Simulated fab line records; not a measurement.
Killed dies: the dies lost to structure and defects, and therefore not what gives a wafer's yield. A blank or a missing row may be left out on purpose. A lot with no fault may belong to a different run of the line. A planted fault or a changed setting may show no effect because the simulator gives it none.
fab line records	flow rit_cmos
record lots=5	wafers=23
route steps=202 shown ACTIVE@2 FOX2@23 NWELL@36 PWELL@47 WELLDRIVE@50 PRETRO@65 GATE@91 NLDD@104 PLDD@122 PSD@143 M1@202
start_h: start of the lot's first displayed wafer, in hours after the record's first day	wait_h: hours since the lot's step before	" same as the row above	L1.1+2: several wafers, shown together as one row	- no value, or no start was given	* or withheld: withheld	< > ~ a bound
route shown NAME@n: NAME is a module with steps in the file, n the number in the route of the first one	usual: mean/standard deviation taken from wafers without a fault	same: alike in all rows	chamber/n: place in a boat	sites: per-site readings	_std_site: the standard deviation of these	_edge_site: inner sites' mean taken away from outer sites' mean	radius_mm: for every site, how far away it sits from the centre of the wafer	mask NAME#n: copy n	behind: the last tool/chamber to shape the wafer	hold: why the lot was held/for how many hours/how that ended	device: names the non-switching transistor (n, p or np)	end of line: at the end of the route, the tests of the same wafers	for a step that has no rows: nothing shown but its recipe	killed: the dies lost at the first sort to structure and to defects; this is not the yield of the wafer	map: a wafer's dies, marking killed ones x, the rest . and places with no die _
set.NAME: setting as actually run; set.NAME@STEP: the setting as run at that earlier step	model.NAME: the simulator's own value behind a step, which no gauge read
lots where settings were altered on purpose, with a table for each step and a row for each wafer
## steps
# step RIT_ACTIVE_OXIDATION_01
# recipe temp_c=1000	ambient=O2	target_thk_a=468	ox_time_s=3360
lot.wafer	tool	chamber	start_h	wait_h	set.ox_time_s	model.SiO2_of_ACTIVE_OXIDATION_01.thk_nm
L074.2	furnace-04	0	10.19	0.2	3360	46.27
L074.5	"	0	"	"	3360	47.83
L074.6	"	0	"	"	3360	48.11
L077.1+5	-	-	-	0.1	2970	42.36
L077.2	"	-	"	"	2970	41.71
L077.3	"	-	"	"	2970	42.87
L077.4	"	-	"	"	2970	42.67
L078.1	-	-	-	0.1	3360	47.17
L078.2	"	-	"	"	3360	46.31
L078.3	"	-	"	"	3360	46.79
L078.4	"	-	"	"	3360	47.07
L078.6	"	-	"	"	3360	46.23
L081.1	-	-	-	0.1	3360	46.96
L081.2	"	-	"	"	3360	46.86
L081.3	"	-	"	"	3360	47.04
L081.4	"	-	"	"	3360	46.83
L081.5	"	-	"	"	3360	47.6
L084.2	-	-	-	0.1	3529	48.74
L084.3+6	"	-	"	"	3529	48.82
L084.4	"	-	"	"	3529	48.15
L084.5	"	-	"	"	3529	48.1
# step RIT_ACTIVE_THK_MEAS_02
# recipe reads=SiO2_of_ACTIVE_OXIDATION_01
# usual ACTIVE_OXIDE_THK=46.4/0.83
lot.wafer	tool	chamber	start_h	wait_h	set.ox_time_s@ACTIVE_OXIDATION_01	ACTIVE_OXIDE_THK[nm]
L074.2	film_metro-02	-	12.14	0.0	3360	46.3
L074.5	"	-	"	"	3360	47.8
L074.6	"	-	"	"	3360	48.1
L077.1	film_metro-02	-	-	-	2970	42.3
L077.2	"	-	"	"	2970	41.7
L077.3	"	-	"	"	2970	42.9
L077.4	"	-	"	"	2970	42.6
L077.5	"	-	"	"	2970	42.4
L078.1	film_metro-02	-	-	-	3360	47.1
L078.2	"	-	"	"	3360	46.3
L078.3	"	-	"	"	3360	46.8
L078.4	"	-	"	"	3360	47.1
L078.6	"	-	"	"	3360	46.2
L081.1	film_metro-04	-	-	-	3360	47.0
L081.2	"	-	"	"	3360	46.9
L081.3	"	-	"	"	3360	47.0
L081.4	"	-	"	"	3360	46.9
L081.5	"	-	"	"	3360	47.6
L084.2	film_metro-04	-	-	-	3529	48.7
L084.3	"	-	"	"	3529	48.8
L084.4	"	-	"	"	3529	48.1
L084.5	"	-	"	"	3529	48.1
L084.6	"	-	"	"	3529	48.9
# step RIT_ACTIVE_COAT_06
# recipe resist=NOVOLAK	spin_rpm=3250	resist_thk_nm=1000
lot.wafer	tool	chamber	start_h	wait_h	set.spin_rpm	model.NOVOLAK_of_ACTIVE_COAT_06.thk_nm
L074.2	litho_track-04	0	13.84	0.1	3250	1004
L074.5	"	0	"	"	3250	1002
L074.6	"	0	"	"	3250	1001
L077.1	litho_track-02	0	28.74	0.1	3441	971.8
L077.2	"	0	"	"	3250	997.5
L077.3	"	0	"	"	3250	998.8
L077.4	"	0	"	"	3441	968.9
L077.5	"	0	"	"	3250	1000
L078.1	litho_track-03	0	33.74	0.1	3250	999.7
L078.2	"	0	"	"	3250	998.9
L078.3	"	0	"	"	3250	1001
L078.4	"	0	"	"	3250	998.4
L078.6	"	0	"	"	3250	1002
L081.1	litho_track-03	0	48.74	0.1	3322	989.1
L081.2+3+4	"	0	"	"	3250	1002
L081.5	"	0	"	"	3322	991.3
L084.2+6	litho_track-03	0	63.77	0.1	3250	1002
L084.3	"	0	"	"	3338	985.5
L084.4	"	0	"	"	3338	986.8
L084.5	"	0	"	"	3250	999.8
# step RIT_ACTIVE_SOFTBAKE_07
# recipe resist=NOVOLAK	temp_c=90	time_s=60
# step RIT_ACTIVE_EXPOSE_08
# recipe mask_id=M1	na=0.6	source_shape=conventional	sigma_outer=0.6	target_cd_nm=1400	dose_mj=225
# step RIT_ACTIVE_DEVELOP_10
# recipe resist=NOVOLAK	develop_time_s=50	dev_temp_c=23
# step RIT_ACTIVE_HARDBAKE_12
# recipe resist=NOVOLAK	temp_c=140	time_s=60
lot.wafer	tool	chamber	start_h	wait_h	set.spin_rpm@ACTIVE_COAT_06	model.NOVOLAK_of_ACTIVE_COAT_06.thk_nm
L074.2	litho_track-02	0	14.78	0.1	3250	887.1
L074.5	"	0	"	"	3250	885.4
L074.6	"	0	"	"	3250	884.6
L077.1	litho_track-04	0	29.56	0.1	3441	859.1
L077.2	"	0	"	"	3250	881.5
L077.3	"	0	"	"	3250	882.8
L077.4	"	0	"	"	3441	856.6
L077.5	"	0	"	"	3250	884.1
L078.1	litho_track-02	0	34.56	0.1	3250	883.6
L078.2	"	0	"	"	3250	882.9
L078.3	"	0	"	"	3250	884.5
L078.4	"	0	"	"	3250	882.4
L078.6	"	0	"	"	3250	885.2
L081.1	litho_track-02	0	49.68	0.1	3322	874.2
L081.2	"	0	"	"	3250	885.3
L081.3	"	0	"	"	3250	885.6
L081.4	"	0	"	"	3250	885.7
L081.5	"	0	"	"	3322	876.1
L084.2	litho_track-03	0	64.58	0.1	3250	885.3
L084.3	"	0	"	"	3338	871.1
L084.4	"	0	"	"	3338	872.3
L084.5	"	0	"	"	3250	883.6
L084.6	"	0	"	"	3250	885.1
# step RIT_ACTIVE_ETCH_13
# recipe stop_on=SiO2	chemistry=SF6	target=Si3N4	time_s=210	over_etch_frac=0.4	SF6_flow_sccm=200	pressure_mtorr=260	rf_w=125	target_depth_a=2100
lot.wafer	tool	chamber	start_h	wait_h	set.spin_rpm@ACTIVE_COAT_06	model.NOVOLAK_of_ACTIVE_COAT_06.thk_nm
L074.2	rie_diel-01	3	14.91	0.1	3250	656
L074.5	"	3	"	"	3250	655.2
L074.6	"	2	"	"	3250	658.8
L077.1	rie_diel-04	0	29.71	0.1	3441	626
L077.2	"	2	"	"	3250	656.8
L077.3	"	1	"	"	3250	656
L077.4	"	3	"	"	3441	638.3
L077.5	"	3	"	"	3250	665.2
L078.1	rie_diel-02	1	34.71	0.1	3250	651.3
L078.2	"	3	"	"	3250	651.7
L078.3	"	0	"	"	3250	651.8
L078.4	"	2	"	"	3250	648.7
L078.6	"	3	"	"	3250	652.2
L081.1	rie_diel-02	1	49.83	0.1	3322	643.2
L081.2	"	3	"	"	3250	653.9
L081.3	"	0	"	"	3250	653.7
L081.4	"	2	"	"	3250	651
L081.5	"	2	"	"	3322	641.5
L084.2	rie_diel-02	0	64.71	0.1	3250	656.5
L084.3	"	1	"	"	3338	642.5
L084.4	"	2	"	"	3338	640.6
L084.5	"	3	"	"	3250	653.6
L084.6	"	2	"	"	3250	652.5
# step RIT_FOX2_OXIDATION_00
# recipe temp_c=1100	ambient=H2O	target_thk_a=3507	p_h2o_torr=720	ox_time_s=1130
lot.wafer	tool	chamber	start_h	wait_h	set.ox_time_s	model.SiO2_of_FOX2_OXIDATION_00.thk_nm
L074.2	furnace-01	0	18.52	0.0	1130	350.5
L074.5	"	0	"	"	1130	355.1
L074.6	"	0	"	"	1130	352.7
L077.1	-	-	-	0.0	1247	371.6
L077.2	"	-	"	"	1247	369.5
L077.3	"	-	"	"	1247	364.9
L077.4	"	-	"	"	1247	362.2
L077.5	"	-	"	"	1247	367.7
L078.1	-	-	-	0.0	1188	355.1
L078.2	"	-	"	"	1188	356.1
L078.3	"	-	"	"	1188	357.9
L078.4	"	-	"	"	1188	353.3
L078.6	"	-	"	"	1188	347.2
L081.1	-	-	-	0.0	1258	357.9
L081.2	"	-	"	"	1258	360.7
L081.3	"	-	"	"	1258	356.4
L081.4	"	-	"	"	1258	365.3
L081.5	"	-	"	"	1258	363.8
L084.2	-	-	-	0.0	1020	335
L084.3	"	-	"	"	1020	331.6
L084.4	"	-	"	"	1020	333.6
L084.5	"	-	"	"	1020	328.6
L084.6	"	-	"	"	1020	332.9
# step RIT_NWELL_IMPLANT_08
# recipe species=P	energy_kev=170	dose_cm2=5e+13	tilt_deg=7
lot.wafer	tool	chamber	start_h	wait_h	set.energy_kev	model.implant.rp_nm	model.implant.drp_nm
L074.2+5+6	implanter-01	0	22.06	0.2	170	209.4	68.82
L077.1+2+5	implanter-03	0	35.71	0.2	170	209.1	68.82
L077.3+4	"	0	"	"	173.6	213.6	69.91
L078.1+3	implanter-03	0	40.89	0.2	170	213.8	68.82
L078.2+4+6	"	0	"	"	164.2	206.3	67.09
L081.1+4+5	implanter-01	0	57.39	0.2	170	214.5	68.82
L081.2+3	"	0	"	"	179.7	227.1	71.74
L084.2+6	implanter-03	0	70.47	0.2	170	210.3	68.82
L084.3+4+5	"	0	"	"	160.1	197.7	65.85
# step RIT_PWELL_IMPLANT_08
# recipe species=B	energy_kev=170	dose_cm2=7e+13	tilt_deg=7
lot.wafer	tool	chamber	start_h	wait_h	set.dose_cm2
L074.2+5+6	implanter-02	0	23.75	0.2	7e+13
L077.1+2+3	implanter-02	0	37.39	0.2	6.673e+13
L077.4+5	"	0	"	"	7e+13
L078.1+2	implanter-02	0	42.47	0.2	7e+13
L078.3+4+6	"	0	"	"	7.456e+13
L081.1+3	implanter-03	0	59.07	0.2	7e+13
L081.2+4+5	"	0	"	"	6.818e+13
L084.2+3+4	implanter-04	0	72.02	0.2	6.526e+13
L084.5+6	"	0	"	"	7e+13
# step RIT_PWELL_STRIP_09
# recipe chemistry=O2	time_s=180	resist=NOVOLAK	platen_temp_c=withheld	power_w=500	pressure_mtorr=4000	o2_flow_sccm=4000
# step RIT_PWELL_TW_MEAS_10
# usual PWELL_TW=957/8.7
lot.wafer	tool	chamber	start_h	wait_h	set.dose_cm2@PWELL_IMPLANT_08	PWELL_TW
L074.2	film_metro-03	-	24.06	0.1	7e+13	951
L074.5	"	-	"	"	7e+13	950
L074.6	"	-	"	"	7e+13	945
L077.1	film_metro-04	-	37.71	0.1	6.673e+13	950
L077.2	"	-	"	"	6.673e+13	949
L077.3	"	-	"	"	6.673e+13	960
L077.4	"	-	"	"	7e+13	969
L077.5	"	-	"	"	7e+13	967
L078.1	film_metro-04	-	42.79	0.1	7e+13	964
L078.2	"	-	"	"	7e+13	961
L078.3	"	-	"	"	7.456e+13	988
L078.4	"	-	"	"	7.456e+13	990
L078.6	"	-	"	"	7.456e+13	983
L081.1	film_metro-04	-	59.39	0.1	7e+13	975
L081.2	"	-	"	"	6.818e+13	964
L081.3	"	-	"	"	7e+13	968
L081.4	"	-	"	"	6.818e+13	962
L081.5	"	-	"	"	6.818e+13	960
L084.2	film_metro-03	-	72.33	0.1	6.526e+13	928
L084.3	"	-	"	"	6.526e+13	924
L084.4	"	-	"	"	6.526e+13	926
L084.5	"	-	"	"	7e+13	946
L084.6	"	-	"	"	7e+13	945
# step RIT_WELLDRIVE_ANNEAL_00
# recipe temp_c=1100	time_s=14700	ambient=N2
# step RIT_WELLDRIVE_RS_MEAS_02
# recipe thk_meas_gauge=four-point-probe
# usual PWELL_RS=430.4/1.4
lot.wafer	tool	chamber	start_h	wait_h	set.dose_cm2@PWELL_IMPLANT_08	PWELL_RS[ohm/sq]
L074.2	film_metro-03	-	29.34	0.1	7e+13	432.8
L074.5	"	-	"	"	7e+13	431.4
L074.6	"	-	"	"	7e+13	431.8
L077.1	film_metro-01	-	42.98	0.1	6.673e+13	443.3
L077.2	"	-	"	"	6.673e+13	441.3
L077.3	"	-	"	"	6.673e+13	441.1
L077.4	"	-	"	"	7e+13	427.4
L077.5	"	-	"	"	7e+13	427.9
L078.1	film_metro-03	-	48.06	0.1	7e+13	430.6
L078.2	"	-	"	"	7e+13	430.0
L078.3	"	-	"	"	7.456e+13	414.1
L078.4	"	-	"	"	7.456e+13	413.8
L078.6	"	-	"	"	7.456e+13	414.6
L081.1	film_metro-04	-	64.65	0.1	7e+13	429.8
L081.2	"	-	"	"	6.818e+13	436.7
L081.3	"	-	"	"	7e+13	430.3
L081.4	"	-	"	"	6.818e+13	437.4
L081.5	"	-	"	"	6.818e+13	437.2
L084.2	film_metro-04	-	77.60	0.1	6.526e+13	450.4
L084.3	"	-	"	"	6.526e+13	449.2
L084.4	"	-	"	"	6.526e+13	449.2
L084.5	"	-	"	"	7e+13	429.5
L084.6	"	-	"	"	7e+13	430.5
# step RIT_PRETRO_COAT_01
# recipe resist=NOVOLAK	spin_rpm=2000	resist_thk_nm=1300
lot.wafer	tool	chamber	start_h	wait_h	set.resist_thk_nm	model.NOVOLAK_of_PRETRO_COAT_01.thk_nm
L074.2	litho_track-02	0	31.22	0.1	1300	1294
L074.5+6	"	0	"	"	1300	1297
L077.1	litho_track-03	0	44.80	0.1	1300	1297
L077.2	"	0	"	"	1300	1298
L077.3+5	"	0	"	"	1251	1250
L077.4	"	0	"	"	1251	1253
L078.1+4	litho_track-03	0	50.01	0.1	1300	1305
L078.2+3	"	0	"	"	1300	1304
L078.6	"	0	"	"	1300	1302
L081.1+5	litho_track-03	0	66.63	0.1	1300	1300
L081.2	"	0	"	"	1226	1228
L081.3	"	0	"	"	1300	1304
L081.4	"	0	"	"	1226	1229
L084.2	litho_track-02	0	79.62	0.1	1300	1292
L084.3+6	"	0	"	"	1300	1295
L084.4	"	0	"	"	1356	1352
L084.5	"	0	"	"	1356	1353
# step RIT_PRETRO_SOFTBAKE_02
# recipe resist=NOVOLAK	temp_c=90	time_s=60
# step RIT_PRETRO_EXPOSE_03
# recipe mask_id=M5	na=0.57	target_cd_nm=43700	dose_mj=250
# step RIT_PRETRO_DEVELOP_05
# recipe resist=NOVOLAK	develop_time_s=68	dev_temp_c=23
# step RIT_PRETRO_HARDBAKE_07
# recipe resist=NOVOLAK	temp_c=140	time_s=120
lot.wafer	tool	chamber	start_h	wait_h	set.resist_thk_nm@PRETRO_COAT_01	model.NOVOLAK_of_PRETRO_COAT_01.thk_nm
L074.2	litho_track-03	0	32.18	0.1	1300	1132
L074.5	"	0	"	"	1300	1135
L074.6	"	0	"	"	1300	1134
L077.1+2	litho_track-04	0	45.69	0.0	1300	1135
L077.3+5	"	0	"	"	1251	1094
L077.4	"	0	"	"	1251	1096
L078.1+4	litho_track-03	0	50.90	0.0	1300	1141
L078.2+3	"	0	"	"	1300	1140
L078.6	"	0	"	"	1300	1139
L081.1+5	litho_track-02	0	67.52	0.0	1300	1137
L081.2	"	0	"	"	1226	1075
L081.3	"	0	"	"	1300	1140
L081.4	"	0	"	"	1226	1076
L084.2	litho_track-04	0	80.41	0.1	1300	1130
L084.3+6	"	0	"	"	1300	1133
L084.4	"	0	"	"	1356	1182
L084.5	"	0	"	"	1356	1183
# step RIT_GATE_DEVELOP_15
# recipe resist=NOVOLAK	develop_time_s=50	dev_temp_c=23
lot.wafer	tool	chamber	start_h	wait_h	set.develop_time_s
L074.2+5+6	litho_track-04	0	-	-	50
L077.1+2+4	litho_track-03	0	-	-	50
L077.3+5	"	0	"	"	55.99
L078.1+4+6	litho_track-03	0	-	-	44.61
L078.2+3	"	0	"	"	50
L081.1+2+3	litho_track-03	0	-	-	50
L081.4+5	"	0	"	"	52.16
L084.2+3+4+5+6	litho_track-01	0	-	-	50
# step RIT_NLDD_COAT_01
# recipe resist=NOVOLAK	spin_rpm=3250	resist_thk_nm=1000
lot.wafer	tool	chamber	start_h	wait_h	set.spin_rpm	model.NOVOLAK_of_NLDD_COAT_01.thk_nm
L074.2	litho_track-04	0	41.36	0.1	3250	1000
L074.5	"	0	"	"	3250	1003
L074.6	"	0	"	"	3250	999.6
L077.1+3	litho_track-01	0	54.81	0.1	3250	996.4
L077.2	"	0	"	"	3176	1010
L077.4	"	0	"	"	3250	994.2
L077.5	"	0	"	"	3176	1007
L078.1	litho_track-01	0	60.97	0.1	3250	1001
L078.2+4	"	0	"	"	3250	1000
L078.3	"	0	"	"	3250	1002
L078.6	"	0	"	"	3250	999
L081.1	litho_track-02	0	76.51	0.1	3250	1000
L081.2	"	0	"	"	3250	1001
L081.3	"	0	"	"	3250	999.4
L081.4	"	0	"	"	3250	1003
L081.5	"	0	"	"	3250	997.5
L084.2	litho_track-04	0	90.10	0.1	3250	999.8
L084.3	"	0	"	"	3374	979.2
L084.4	"	0	"	"	3374	983
L084.5	"	0	"	"	3374	978.9
L084.6	"	0	"	"	3250	999.5
# step RIT_NLDD_SOFTBAKE_02
# recipe resist=NOVOLAK	temp_c=90	time_s=60
# step RIT_NLDD_EXPOSE_03
# recipe mask_id=M7	na=0.57	target_cd_nm=40700	dose_mj=250
# step RIT_NLDD_DEVELOP_05
# recipe resist=NOVOLAK	develop_time_s=50	dev_temp_c=23
# step RIT_NLDD_HARDBAKE_07
# recipe resist=NOVOLAK	temp_c=140	time_s=60
lot.wafer	tool	chamber	start_h	wait_h	set.spin_rpm@NLDD_COAT_01	model.NOVOLAK_of_NLDD_COAT_01.thk_nm
L074.2	litho_track-01	0	42.50	0.0	3250	884.2
L074.5	"	0	"	"	3250	886.5
L074.6	"	0	"	"	3250	883.5
L077.1	litho_track-04	0	55.55	0.0	3250	880.6
L077.2	"	0	"	"	3176	892.6
L077.3	"	0	"	"	3250	880.7
L077.4	"	0	"	"	3250	878.7
L077.5	"	0	"	"	3176	889.9
L078.1	litho_track-01	0	61.71	0.0	3250	884.3
L078.2	"	0	"	"	3250	883.7
L078.3	"	0	"	"	3250	885.3
L078.4	"	0	"	"	3250	883.8
L078.6	"	0	"	"	3250	882.8
L081.1	litho_track-01	0	77.24	0.0	3250	884.2
L081.2	"	0	"	"	3250	884.3
L081.3	"	0	"	"	3250	883.3
L081.4	"	0	"	"	3250	886
L081.5	"	0	"	"	3250	881.6
L084.2	litho_track-01	0	90.87	0.1	3250	883.5
L084.3	"	0	"	"	3374	865.5
L084.4	"	0	"	"	3374	868.9
L084.5	"	0	"	"	3374	865.3
L084.6	"	0	"	"	3250	883.3
# step RIT_NLDD_IMPLANT_08
# recipe species=P	energy_kev=20	dose_cm2=5e+14	tilt_deg=7
lot.wafer	tool	chamber	start_h	wait_h	set.dose_cm2
L074.2+5+6	implanter-01	0	42.65	0.1	5e+14
L077.1+5	implanter-03	0	55.70	0.1	5e+14
L077.2+3+4	"	0	"	"	5.147e+14
L078.1+2+3	implanter-03	0	61.86	0.1	5.135e+14
L078.4+6	"	0	"	"	5e+14
L081.1+4+5	implanter-02	0	77.39	0.1	5.23e+14
L081.2+3	"	0	"	"	5e+14
L084.2+4+6	implanter-03	0	91.02	0.1	5.159e+14
L084.3+5	"	0	"	"	5e+14
# step RIT_PLDD_IMPLANT_08
# recipe species=BF2	energy_kev=20	dose_cm2=9e+14	tilt_deg=7
lot.wafer	tool	chamber	start_h	wait_h	set.energy_kev
L074.2+5+6	implanter-02	0	44.07	0.1	20
L077.1+3	implanter-03	0	57.12	0.1	20.84
L077.2+4+5	"	0	"	"	20
L078.1+2+3+4+6	implanter-03	0	63.41	0.1	20
L081.1+3	implanter-02	0	78.82	0.1	19.55
L081.2+4+5	"	0	"	"	20
L084.2+3+4+5+6	implanter-03	0	92.46	0.1	20
# step RIT_PSD_COAT_01
# recipe resist=NOVOLAK	spin_rpm=3250	resist_thk_nm=1000
lot.wafer	tool	chamber	start_h	wait_h	set.spin_rpm	model.NOVOLAK_of_PSD_COAT_01.thk_nm
L074.2	litho_track-04	0	48.52	0.1	3250	995.9
L074.5+6	"	0	"	"	3250	1001
L077.1	litho_track-03	0	61.59	0.1	3250	1001
L077.2	"	0	"	"	3353	984.2
L077.3	"	0	"	"	3353	986.4
L077.4	"	0	"	"	3250	1002
L077.5	"	0	"	"	3353	984.4
L078.1	litho_track-03	0	68.95	0.1	3250	999.4
L078.2	"	0	"	"	3025	1038
L078.3+4	"	0	"	"	3250	1001
L078.6	"	0	"	"	3025	1039
L081.1	litho_track-04	0	84.41	0.1	3250	996.9
L081.2+5	"	0	"	"	3250	1000
L081.3	"	0	"	"	3250	999.9
L081.4	"	0	"	"	3250	999.3
L084.2	litho_track-01	0	96.99	0.1	3250	1001
L084.3	"	0	"	"	3250	998.7
L084.4	"	0	"	"	3250	999.8
L084.5	"	0	"	"	3449	971.8
L084.6	"	0	"	"	3449	970.4
# step RIT_PSD_SOFTBAKE_02
# recipe resist=NOVOLAK	temp_c=90	time_s=60
# step RIT_PSD_EXPOSE_03
# recipe mask_id=M10	na=0.57	target_cd_nm=40900	dose_mj=250
# step RIT_PSD_DEVELOP_05
# recipe resist=NOVOLAK	develop_time_s=50	dev_temp_c=23
# step RIT_PSD_HARDBAKE_07
# recipe resist=NOVOLAK	temp_c=140	time_s=60
lot.wafer	tool	chamber	start_h	wait_h	set.spin_rpm@PSD_COAT_01	model.NOVOLAK_of_PSD_COAT_01.thk_nm
L074.2	litho_track-01	0	49.38	0.0	3250	880.1
L074.5	"	0	"	"	3250	884.5
L074.6	"	0	"	"	3250	884.9
L077.1	litho_track-03	0	62.32	0.0	3250	884.6
L077.2	"	0	"	"	3353	870
L077.3	"	0	"	"	3353	871.9
L077.4	"	0	"	"	3250	885.4
L077.5	"	0	"	"	3353	870.2
L078.1	litho_track-03	0	69.81	0.0	3250	883.3
L078.2	"	0	"	"	3025	917.1
L078.3	"	0	"	"	3250	884.2
L078.4	"	0	"	"	3250	884.7
L078.6	"	0	"	"	3025	917.9
L081.1	litho_track-04	0	85.28	0.0	3250	881
L081.2	"	0	"	"	3250	884.2
L081.3+5	"	0	"	"	3250	883.7
L081.4	"	0	"	"	3250	883.2
L084.2	litho_track-04	0	97.96	0.2	3250	885
L084.3	"	0	"	"	3250	882.7
L084.4	"	0	"	"	3250	883.5
L084.5	"	0	"	"	3449	859
L084.6	"	0	"	"	3449	857.9
# step RIT_M1_PROBE_99
lot.wafer	tool	chamber	start_h	wait_h	set.dose_cm2@PWELL_IMPLANT_08	set.develop_time_s@GATE_DEVELOP_15	model.etest.nmos_0p15.drive_ua_um	model.etest.nmos_turned.drive_ua_um	model.etest.pmos_0p15.r_on_ohm_um	model.etest.pmos_0p3.r_on_ohm_um	model.etest.pmos_turned.r_on_ohm_um	model.etest.pwell.rs_ohm_sq
L074.2	prober-01	-	57.90	0.1	7e+13	50	505.3	345	2621	6081	3296	410.1
L074.5	prober-01	-	58.05	0.2	7e+13	50	505.6	345.1	2640	6180	3319	410.2
L074.6	prober-01	-	58.10	0.2	7e+13	50	502.6	349.6	2652	6189	3301	405.8
L077.1	prober-01	-	70.78	0.1	6.673e+13	50	470.1	345	2708	6534	3314	436.8
L077.2	prober-01	-	70.83	0.1	6.673e+13	50	474.8	353.1	2726	6532	3397	433.5
L077.3	prober-01	-	70.88	0.2	6.673e+13	55.99	582.4	417.1	2190	6059	2808	432.7
L077.4	prober-01	-	70.93	0.2	7e+13	50	461.8	342.3	2784	6674	3432	414.4
L077.5	prober-01	-	70.98	0.2	7e+13	55.99	573	395.8	2272	6046	2927	419.9
L078.1	prober-02	-	78.60	0.1	7e+13	44.61	392.5	305.8	3116	6876	3714	415.5
L078.2	prober-02	-	78.65	0.1	7e+13	50	454.8	332.8	2735	6437	3313	416.8
L078.3	prober-02	-	78.70	0.2	7.456e+13	50	453.9	323.6	2695	6385	3344	399
L078.4	prober-02	-	78.75	0.2	7.456e+13	44.61	375.6	289.4	3175	6870	3798	397.7
L078.6	prober-02	-	78.85	0.2	7.456e+13	44.61	377.3	289.4	3152	6830	3718	395.8
L081.1	prober-01	-	93.76	0.1	7e+13	50	471.2	343.1	2840	6406	3575	411.1
L081.2	prober-01	-	93.81	0.1	6.818e+13	50	468.7	329.1	2847	6302	3556	419.7
L081.3	prober-01	-	93.86	0.2	7e+13	50	470	334.6	2893	6352	3600	407.4
L081.4	prober-01	-	93.91	0.2	6.818e+13	52.16	505.9	364.9	2656	6143	3313	422
L081.5	prober-01	-	93.96	0.2	6.818e+13	52.16	505	353.2	2726	6289	3414	418.8
L084.2	prober-02	-	106.46	0.1	6.526e+13	50	549.2	404.1	2614	5832	3241	432.8
L084.3	prober-02	-	106.51	0.2	6.526e+13	50	548	391.6	2554	5805	3165	424.7
L084.4	prober-02	-	106.56	0.2	6.526e+13	50	567	408	2509	5780	3139	433.1
L084.5	prober-02	-	106.61	0.2	7e+13	50	529	381.8	2608	5853	3222	415.5
L084.6	prober-02	-	106.66	0.2	7e+13	50	528.7	377.3	2622	5796	3252	414.3
# killed by level:class
L074.2 REOX:geometric_particle:short=2 SPACER:geometric_particle:open=2 SILICIDE:geometric_particle:open=2 FOX1:geometric_particle:open=1 FOX2:geometric_particle:open=1 GATE:geometric_particle:short=1 REOX:geometric_particle:open=1 SPACER:geometric_particle:short=1
L074.5 SPACER:geometric_particle:open=6 FOX1:geometric_particle:open=1 FOX2:geometric_particle:open=1 SPACER:geometric_particle:short=1 SILICIDE:geometric_particle:open=1
L074.6 FOX1:geometric_particle:open=1 SPACER:geometric_particle:short=1 SILICIDE:geometric_particle:open=1
## key
split step=RIT_ACTIVE_OXIDATION_01	setting=ox_time_s	stated=3360	by=lot
response step=RIT_ACTIVE_OXIDATION_01	reading=model.SiO2_of_ACTIVE_OXIDATION_01.thk_nm	change=+0.377	per=1%	r=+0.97
response step=RIT_ACTIVE_THK_MEAS_02	reading=ACTIVE_OXIDE_THK	change=+0.378	per=1%	r=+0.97
split step=RIT_ACTIVE_COAT_06	setting=spin_rpm	stated=3250	by=wafer
response step=RIT_ACTIVE_COAT_06	reading=model.NOVOLAK_of_ACTIVE_COAT_06.thk_nm	change=-5	per=1%	r=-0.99
response step=RIT_ACTIVE_HARDBAKE_12	reading=model.NOVOLAK_of_ACTIVE_COAT_06.thk_nm	change=-4.38	per=1%	r=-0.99
response step=RIT_ACTIVE_ETCH_13	reading=model.NOVOLAK_of_ACTIVE_COAT_06.thk_nm	change=-4.65	per=1%	r=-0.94
split step=RIT_FOX2_OXIDATION_00	setting=ox_time_s	stated=1130	by=lot
response step=RIT_FOX2_OXIDATION_00	reading=model.SiO2_of_FOX2_OXIDATION_00.thk_nm	change=+1.48	per=1%	r=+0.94
split step=RIT_NWELL_IMPLANT_08	setting=energy_kev	stated=170	by=wafer
response step=RIT_NWELL_IMPLANT_08	reading=model.implant.rp_nm	change=+2.18	per=1%	r=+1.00
response step=RIT_NWELL_IMPLANT_08	reading=model.implant.drp_nm	change=+0.511	per=1%	r=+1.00
split step=RIT_PWELL_IMPLANT_08	setting=dose_cm2	stated=7e+13	by=wafer
response step=RIT_PWELL_TW_MEAS_10	reading=PWELL_TW	change=+3.27	per=1%	r=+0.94
response step=RIT_WELLDRIVE_RS_MEAS_02	reading=PWELL_RS	change=-2.76	per=1%	r=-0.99
response step=RIT_M1_PROBE_99	reading=model.etest.pwell.rs_ohm_sq	change=-2.85	per=1%	r=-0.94
split step=RIT_PRETRO_COAT_01	setting=resist_thk_nm	stated=1300	by=wafer
response step=RIT_PRETRO_COAT_01	reading=model.NOVOLAK_of_PRETRO_COAT_01.thk_nm	change=+13	per=1%	r=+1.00
response step=RIT_PRETRO_HARDBAKE_07	reading=model.NOVOLAK_of_PRETRO_COAT_01.thk_nm	change=+11.2	per=1%	r=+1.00
split step=RIT_GATE_DEVELOP_15	setting=develop_time_s	stated=50	by=wafer
response step=RIT_M1_PROBE_99	reading=model.etest.pmos_0p3.r_on_ohm_um	change=-42.1	per=1%	r=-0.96
response step=RIT_M1_PROBE_99	reading=model.etest.pmos_turned.r_on_ohm_um	change=-41.5	per=1%	r=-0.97
response step=RIT_M1_PROBE_99	reading=model.etest.pmos_0p15.r_on_ohm_um	change=-41.3	per=1%	r=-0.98
response step=RIT_M1_PROBE_99	reading=model.etest.nmos_turned.drive_ua_um	change=+4.22	per=1%	r=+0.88
response step=RIT_M1_PROBE_99	reading=model.etest.nmos_0p15.drive_ua_um	change=+8.04	per=1%	r=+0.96
split step=RIT_NLDD_COAT_01	setting=spin_rpm	stated=3250	by=wafer
response step=RIT_NLDD_COAT_01	reading=model.NOVOLAK_of_NLDD_COAT_01.thk_nm	change=-5.21	per=1%	r=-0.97
response step=RIT_NLDD_HARDBAKE_07	reading=model.NOVOLAK_of_NLDD_COAT_01.thk_nm	change=-4.56	per=1%	r=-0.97
split step=RIT_NLDD_IMPLANT_08	setting=dose_cm2	stated=5e+14	by=wafer
response none in this file
split step=RIT_PLDD_IMPLANT_08	setting=energy_kev	stated=20	by=wafer
response none in this file
split step=RIT_PSD_COAT_01	setting=spin_rpm	stated=3250	by=wafer
response step=RIT_PSD_COAT_01	reading=model.NOVOLAK_of_PSD_COAT_01.thk_nm	change=-5.17	per=1%	r=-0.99
response step=RIT_PSD_HARDBAKE_07	reading=model.NOVOLAK_of_PSD_COAT_01.thk_nm	change=-4.52	per=1%	r=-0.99
